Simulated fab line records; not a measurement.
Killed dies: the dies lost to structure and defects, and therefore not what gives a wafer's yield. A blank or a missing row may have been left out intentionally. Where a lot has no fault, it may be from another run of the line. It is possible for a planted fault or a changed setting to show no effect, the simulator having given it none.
Split-lot trial || flow rit cmos || route with 202 steps; 5 lots, 23 wafers read

ON THE SPLIT
At RIT_GATE_EXPOSE_13 (exposes mask M6, target cd 150 nm), the setting dose mj was moved away from the recipe's 380 on 10 of the 23 wafers read, by -4.2% to +5.2%. The other wafers ran this setting at the recipe's value.

FROM THE SPLIT TO THE READING: what the file shows between them, 6 steps
- RIT_GATE_PEB_14
- RIT_GATE_DEVELOP_15: develop time 50 s
- RIT_GATE_CD_MEAS_16: target cd 150 nm
- RIT_GATE_HARDBAKE_18: time 60 s
- RIT_GATE_ETCH_19: etches poly-Si in SF6/CHF3/O2, stops on SiO2, time 165 s, target depth 312.5 nm
- RIT_GATE_STRIP_20: strips in O2, time 180 s

THE READING
cd nm, in nm, at RIT_GATE_CD_MEAS_90 (target cd 150 nm). Fault-free wafers of this fab line usually give 150.8 nm, standard deviation 2.7 nm.

{"wafer": "L075.1", "tool, chamber at the split": "iline stepper-01, 0", "dose mj as run": 380, "against the recipe": "recipe", "cd nm, nm": 149.9, "against lot-mates on the recipe": "-"}
{"wafer": "L075.3", "tool, chamber at the split": "iline stepper-01, 0", "dose mj as run": 380, "against the recipe": "recipe", "cd nm, nm": 148.1, "against lot-mates on the recipe": "-"}
{"wafer": "L075.6", "tool, chamber at the split": "iline stepper-01, 0", "dose mj as run": 380, "against the recipe": "recipe", "cd nm, nm": 147.2, "against lot-mates on the recipe": "-"}
{"wafer": "L078.1", "tool, chamber at the split": "iline stepper-02, 0", "dose mj as run": 380, "against the recipe": "recipe", "cd nm, nm": 152.5, "against lot-mates on the recipe": "-"}
{"wafer": "L078.2", "tool, chamber at the split": "iline stepper-02, 0", "dose mj as run": 372.7, "against the recipe": "-1.9%", "cd nm, nm": 163.5, "against lot-mates on the recipe": "+11.1"}
{"wafer": "L078.4", "tool, chamber at the split": "iline stepper-02, 0", "dose mj as run": 372.7, "against the recipe": "-1.9%", "cd nm, nm": 163.9, "against lot-mates on the recipe": "+11.5"}
{"wafer": "L078.5", "tool, chamber at the split": "iline stepper-02, 0", "dose mj as run": 372.7, "against the recipe": "-1.9%", "cd nm, nm": 162.4, "against lot-mates on the recipe": "+10.0"}
{"wafer": "L078.6", "tool, chamber at the split": "iline stepper-02, 0", "dose mj as run": 380, "against the recipe": "recipe", "cd nm, nm": 152.4, "against lot-mates on the recipe": "-"}
{"wafer": "L080.1", "tool, chamber at the split": "iline stepper-02, 0", "dose mj as run": 399.9, "against the recipe": "+5.2%", "cd nm, nm": 124.8, "against lot-mates on the recipe": -26.0}
{"wafer": "L080.2", "tool, chamber at the split": "iline stepper-02, 0", "dose mj as run": 380, "against the recipe": "recipe", "cd nm, nm": 151.4, "against lot-mates on the recipe": "-"}
{"wafer": "L080.3", "tool, chamber at the split": "iline stepper-02, 0", "dose mj as run": 380, "against the recipe": "recipe", "cd nm, nm": 150.1, "against lot-mates on the recipe": "-"}
{"wafer": "L080.4", "tool, chamber at the split": "iline stepper-02, 0", "dose mj as run": 399.9, "against the recipe": "+5.2%", "cd nm, nm": 123.6, "against lot-mates on the recipe": -27.2}
{"wafer": "L080.6", "tool, chamber at the split": "iline stepper-02, 0", "dose mj as run": 399.9, "against the recipe": "+5.2%", "cd nm, nm": 124.9, "against lot-mates on the recipe": -25.8}
{"wafer": "L084.2", "tool, chamber at the split": "iline stepper-02, 0", "dose mj as run": 380, "against the recipe": "recipe", "cd nm, nm": 150.9, "against lot-mates on the recipe": "-"}
{"wafer": "L084.3", "tool, chamber at the split": "iline stepper-02, 0", "dose mj as run": 364.2, "against the recipe": "-4.2%", "cd nm, nm": 171.5, "against lot-mates on the recipe": "+21.1"}
{"wafer": "L084.4", "tool, chamber at the split": "iline stepper-02, 0", "dose mj as run": 364.2, "against the recipe": "-4.2%", "cd nm, nm": 174.6, "against lot-mates on the recipe": "+24.2"}
{"wafer": "L084.5", "tool, chamber at the split": "iline stepper-02, 0", "dose mj as run": 380, "against the recipe": "recipe", "cd nm, nm": 149.3, "against lot-mates on the recipe": "-"}
{"wafer": "L084.6", "tool, chamber at the split": "iline stepper-02, 0", "dose mj as run": 380, "against the recipe": "recipe", "cd nm, nm": 150.9, "against lot-mates on the recipe": "-"}
{"wafer": "L085.1", "tool, chamber at the split": "iline stepper-01, 0", "dose mj as run": 380, "against the recipe": "recipe", "cd nm, nm": 149.2, "against lot-mates on the recipe": "-"}
{"wafer": "L085.3", "tool, chamber at the split": "iline stepper-01, 0", "dose mj as run": 380, "against the recipe": "recipe", "cd nm, nm": 151.6, "against lot-mates on the recipe": "-"}
{"wafer": "L085.4", "tool, chamber at the split": "iline stepper-01, 0", "dose mj as run": 372.5, "against the recipe": "-2.0%", "cd nm, nm": 161.5, "against lot-mates on the recipe": "+9.9"}
{"wafer": "L085.5", "tool, chamber at the split": "iline stepper-01, 0", "dose mj as run": 380, "against the recipe": "recipe", "cd nm, nm": 153.9, "against lot-mates on the recipe": "-"}
{"wafer": "L085.6", "tool, chamber at the split": "iline stepper-01, 0", "dose mj as run": 372.5, "against the recipe": "-2.0%", "cd nm, nm": 159.0, "against lot-mates on the recipe": "+7.4"}

THE FIT
A straight line over all 23 wafers: cd nm changes by -5.22 nm for each +1% of dose mj; r = -0.99; the points scatter about the line by 1.9 nm.
The same after taking each lot's own level away (the mean of its wafers on the recipe; 23 wafers): -5.15 nm for each +1%; r = -0.99; scatter 1.3 nm.
That fit puts the effect of the largest move of dose mj on the reading at 27 nm.
Measured against the standard deviation above, the lots' own levels, which go from 148.40 to 152.45 nm, span 1.5 times it.
Hence the lot-to-lot level has little effect on the slope; both slopes agree.
Check: for one of the wafers moved furthest among these (+5.2%), held out of the fit, the line's prediction against its lot-mates is -27 nm. It came out at -26 nm against them.

THE OTHER SPLITS THESE WAFERS WENT THROUGH
Other splits were also applied to these wafers ahead of the reading. Each is held against what the fit with the lots' levels taken away leaves over:
{"other split on the same wafers": "RIT_GATE_CLEAN_04 time s", "wafers away from the commonest value": 10, "r with cd nm (lot level and that fit taken away)": -0.07}
{"other split on the same wafers": "RIT_GATE_CVD_08 sih4 flow sccm", "wafers away from the commonest value": 18, "r with cd nm (lot level and that fit taken away)": "+0.09"}

THE WHOLE CHAIN: every reading that the file lists as answering this split, in the file's order
{"step": "RIT_GATE_CD_MEAS_16", "what it does": "target cd 150 nm", "reading": "cd nm", "change (the file's fit)": "-5.14 nm for each +1% of the setting", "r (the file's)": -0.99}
{"step": "RIT_GATE_CD_MEAS_90", "what it does": "target cd 150 nm", "reading": "cd nm", "change (the file's fit)": "-5.17 nm for each +1% of the setting", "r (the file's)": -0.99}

FILE'S OWN FIT
cd nm changes by -5.17 nm for each +1% of dose mj, r = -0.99.
